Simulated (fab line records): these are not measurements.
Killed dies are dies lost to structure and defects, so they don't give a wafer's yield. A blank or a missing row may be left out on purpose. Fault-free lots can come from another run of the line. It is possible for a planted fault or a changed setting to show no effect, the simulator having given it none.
fab line records -- flow rit-cmos -- part 2 of 2: steps 45 to 45 of 45
[record] lots = 6, wafers = 18, last-day = 7
route steps=202 shown ACTIVE@11 FOX1@20 FOX2@23 NWELL@28 PWELL@39 WELLDRIVE@50 SILICIDE@161 M1@202
lots with no fault: from the same line, run without faults
start-h: start of the lot's first displayed wafer, in hours after the record's first day -- wait-h: hours since the lot's step before -- " the same as in the row above -- L1.1+2: one row covering several wafers at once -- - value missing, or start not given -- * or withheld: withheld -- < > ~ a bound
route shown NAME@n: a module of which the file shows steps, and the number in the route of the first -- usual: the fault-free wafers' mean and standard deviation -- same: alike in all rows -- chamber/n: place in a boat -- sites: the reading at each site -- _std_site: the standard deviation of these -- _edge_site: mean of outer sites minus mean of inner sites -- radius-mm: for every site, how far away it sits from the centre of the wafer -- mask NAME#n: copy n -- behind: the tool/chamber that last shaped the wafer -- hold: the reason the lot was held/the length of the hold in hours/how it ended -- device: whichever transistor did not switch (one of n, p or np) -- end of line: tests run on the same wafers once the route is complete -- where a step has no rows: the recipe by itself -- killed: not the wafer's yield, but the dies lost to structure and defects at the first sort -- map: the dies of a wafer, with x for killed, . for not killed, _ for no die there
set.NAME: the setting the step ran with; set.NAME@STEP: the setting that earlier step ran with -- model.NAME: the simulator's own value behind a step, which no gauge read
certain route steps with their lots: each step a table, each wafer a row
services: the hour from which a tool's chamber was out of use, counted from the record's first day as start-h (under 0 if before that day), plus the number of hours and why
[[steps]]
[step RIT_M1_PROBE_99]
[usual] killed-at-front-end = 6.6/2.7, killed-dies = 6.6/2.7, killed-open = 3.3/1.8, killed-short = 3.4/1.9
[same] gross-dies = 264, killed_at_M0_to_M3 = 0, killed_at_M4_up = 0, killed-at-back-side = 0, killed-at-contacts = 0, killed-at-other = 0
lot.wafer,tool,chamber,start-h,wait-h,killed-at-front-end,killed-dies,killed-open,killed-short,model.etest.nldd.width-nm,model.etest.pldd.width-nm,model.etest.nplus-sal.width-nm,model.etest.pplus-sal.width-nm,model.etest.pwell.rs-ohm-sq,model.etest.nmos-narrow.drive-ua-um,model.etest.field-n.vt-v,model.etest.pmos-narrow.drive-ua-um
L168.2,prober-01,-,68.18,0.1,11,11,4,7,3188,3196,3452,3468,417.3,233.2,34.86,103.7
L168.4,prober-01,-,68.28,0.2,12,12,7,5,3212,3191,3459,3473,413,230.8,34.32,104
L168.6,prober-01,-,68.38,0.2,6,6,3,3,3204,3193,3459,3468,417.9,228.8,34.66,101.9
L174.1,prober-01,-,99.09,0.1,8,8,3,5,3193,3193,3454,3460,416.2,232.6,34.27,103.6
L174.2,prober-01,-,99.14,0.1,7,7,4,3,3178,3175,3458,3453,415.9,223.1,34.43,100.3
L174.3,prober-01,-,99.19,0.2,6,6,5,1,3188,3176,3459,3451,424.2,225.7,35.21,101.3
L175.1,prober-02,-,106.03,0.1,3,3,2,1,3086,3080,3386,3408,440.6,220.2,42.99,99.64
L175.3,prober-02,-,106.13,0.2,8,8,2,6,3086,3094,3400,3404,439.4,218.8,42.63,98.17
L175.4,prober-02,-,106.18,0.2,9,9,3,6,3092,3102,3387,3393,436.5,217.5,42.92,97.51
L176.1,prober-01,-,109.54,0.1,10,10,3,7,3182,3187,3476,3470,410.4,224.4,32.93,100.4
L176.2,prober-01,-,109.59,0.1,3,3,3,0,3193,3210,3462,3451,410.5,226.9,32.25,99.55
L176.3,prober-01,-,109.64,0.2,4,4,0,4,3198,3195,3473,3465,403.3,220,33.01,98.75
L178.1,prober-01,-,125.93,0.1,6,6,3,3,3108,3107,3404,3395,435.4,214.8,41.75,98.91
L178.2,prober-01,-,125.98,0.1,6,6,3,3,3123,3103,3416,3404,434,210.6,42.09,94.67
L178.6,prober-01,-,126.18,0.2,7,7,1,6,3115,3098,3414,3412,438.9,214.9,41.85,96.72
L186.2,prober-01,-,164.23,0.1,9,9,5,4,3169,3170,3460,3460,415.5,221.6,34.48,99.94
L186.4,prober-01,-,164.33,0.2,9,9,5,4,3171,3174,3456,3436,416.7,225.6,35.09,101.5
L186.6,prober-01,-,164.43,0.2,10,10,5,5,3169,3171,3443,3434,413.6,215.8,35.23,97.1
// killed by level:class
L168.2 GATE:geometric-particle:short=6 GATE:geometric-particle:open=3 REOX:geometric-particle:open=1 SILICIDE:geometric-particle:short=1
L168.4 GATE:geometric-particle:open=3 FOX2:geometric-particle:open=2 GATE:geometric-particle:short=2 FOX1:geometric-particle:short=1 FOX2:geometric-particle:short=1 REOX:geometric-particle:open=1 SPACER:geometric-particle:short=1 SPACER:geometric-particle:open=1
L168.6 GATE:geometric-particle:short=2 FOX1:geometric-particle:open=1 GATE:geometric-particle:open=1 REOX:geometric-particle:short=1 SPACER:geometric-particle:open=1
L174.1 FOX1:geometric-particle:short=1 FOX1:geometric-particle:open=1 GATE:geometric-particle:short=1 REOX:geometric-particle:open=1 REOX:geometric-particle:short=1 SPACER:geometric-particle:open=1 SPACER:geometric-particle:short=1 SILICIDE:geometric-particle:short=1
L174.2 FOX1:geometric-particle:open=1 FOX1:geometric-particle:short=1 GATE:geometric-particle:open=1 GATE:geometric-particle:short=1 REOX:geometric-particle:short=1 REOX:geometric-particle:open=1 SILICIDE:geometric-particle:open=1
L174.3 GATE:geometric-particle:open=2 FOX1:geometric-particle:open=1 GATE:geometric-particle:short=1 REOX:geometric-particle:open=1 SPACER:geometric-particle:open=1
L175.1 GATE:geometric-particle:open=1 GATE:geometric-particle:short=1 REOX:geometric-particle:open=1
L175.3 FOX1:geometric-particle:short=3 GATE:geometric-particle:short=2 FOX1:geometric-particle:open=1 GATE:geometric-particle:open=1 SILICIDE:geometric-particle:short=1
L175.4 GATE:geometric-particle:short=3 SILICIDE:geometric-particle:open=2 SILICIDE:geometric-particle:short=2 ACTIVE:geometric-particle:short=1 FOX1:geometric-particle:open=1
L176.1 REOX:geometric-particle:short=5 REOX:geometric-particle:open=2 FOX1:geometric-particle:short=1 GATE:geometric-particle:open=1 SPACER:geometric-particle:short=1
L176.2 REOX:geometric-particle:open=2 FOX2:geometric-particle:open=1
L176.3 FOX1:geometric-particle:short=2 FOX2:geometric-particle:short=1 SPACER:geometric-particle:short=1
L178.1 GATE:geometric-particle:open=2 SPACER:geometric-particle:short=2 GATE:geometric-particle:short=1 SILICIDE:geometric-particle:open=1
L178.2 FOX1:geometric-particle:open=2 ACTIVE:geometric-particle:short=1 GATE:geometric-particle:short=1 SPACER:geometric-particle:short=1 SPACER:geometric-particle:open=1
L178.6 SPACER:geometric-particle:short=2 FOX1:geometric-particle:short=1 FOX2:geometric-particle:short=1 GATE:geometric-particle:short=1 GATE:geometric-particle:open=1 REOX:geometric-particle:short=1
L186.2 REOX:geometric-particle:short=3 FOX1:geometric-particle:open=2 GATE:geometric-particle:open=1 GATE:geometric-particle:short=1 REOX:geometric-particle:open=1 SPACER:geometric-particle:open=1
L186.4 GATE:geometric-particle:open=3 REOX:geometric-particle:short=2 REOX:geometric-particle:open=2 FOX2:geometric-particle:short=1 GATE:geometric-particle:short=1
L186.6 SPACER:geometric-particle:open=3 SPACER:geometric-particle:short=2 ACTIVE:geometric-particle:short=1 FOX1:geometric-particle:short=1 GATE:geometric-particle:short=1 GATE:geometric-particle:open=1 REOX:geometric-particle:open=1
[[services]]
tool,chamber,start-h,hours,kind
plasma-asher-02,-,2.93,2.1,repair
furnace-03,-,3.94,4.5,pm
furnace-02,-,9.19,3.5,pm
rie-diel-03,1,11.05,4.1,repair
plasma-asher-03,-,11.19,8.2,pm
rie-diel-03,2,19.47,10.6,repair
rie-diel-03,0,20.97,8.3,repair
rie-diel-04,0,21.44,8.9,repair
plasma-asher-04,-,39.45,0.6,repair
rie-diel-04,-,46.30,14.6,pm
rie-diel-03,2,49.00,5.9,repair
plasma-asher-01,-,73.99,2.6,repair
furnace-02,-,74.89,57.7,pm
rie-diel-04,2,99.12,2.3,repair
wet-bench-02,-,99.21,6.7,repair
furnace-04,-,99.56,3.8,pm
plasma-asher-02,-,108.75,9.0,pm
plasma-asher-02,0,108.75,9.0,vent-cycle
plasma-asher-03,-,111.94,2.0,repair
furnace-03,-,114.11,3.7,pm
plasma-asher-01,-,137.35,4.3,pm
plasma-asher-03,-,139.40,2.8,pm
furnace-04,-,142.78,2.9,pm
rie-diel-01,-,149.01,0.3,repair
[[key]]
[first-sign] step = RIT_FOX2_OXIDATION_00, reading = tube-center-temp-C, direction = up, sigmas = 99+, usual = *, struck = *
[effect] step = RIT_FOX2_OXIDATION_00, reading = tube_center_temp_C_max, direction = up, sigmas = 86, usual = *, struck = *
[effect] step = RIT_FOX2_THK_MEAS_01, reading = FOX2_OXIDE_THK, direction = up, sigmas = 10, usual = 348, struck = 412
[effect] step = RIT_FOX2_THK_MEAS_90, reading = FIELD_OXIDE_LEFT_1_THK, direction = up, sigmas = 10, usual = 321, struck = 385
[effect] step = RIT_FOX2_THK_MEAS_91, reading = FIELD_OXIDE_LEFT_2_THK, direction = up, sigmas = 10, usual = 253, struck = 317
[model-effect] step = RIT_FOX2_OXIDATION_00, value = SiO2_of_FOX2_OXIDATION_00.thk-nm, without = 358.1, struck = 412
[model-effect] step = RIT_SILICIDE_WET_ETCH_00, value = SiO2_of_FOX2_OXIDATION_00.thk-nm, without = 158.1, struck = 212
[model-effect] step = RIT_M1_PROBE_99, value = etest.nldd.width-nm, without = 3176, struck = 3101
met-at RIT_FOX2_OXIDATION_00
struck-wafers L175.1,L175.3,L175.4,L178.1,L178.2,L178.6
tester-left-out L175,L178
onset-between 58.75 62.96
[fault] kind = process-parameter-drift, tool = furnace-04, chamber = -, onset-h = 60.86, steps = RIT_FOX2_OXIDATION_00, channel = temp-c, offset = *, shape = step, end-h = 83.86, acts-in = *, stated = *
// tester-left-out: of these lots the tester's yield and bins aren't shown, on N5 and GAA mostly nor the transistor test; their killed dies are dies lost to structure and defects alone, not to doping, threshold or leakage, so they don't give the yield
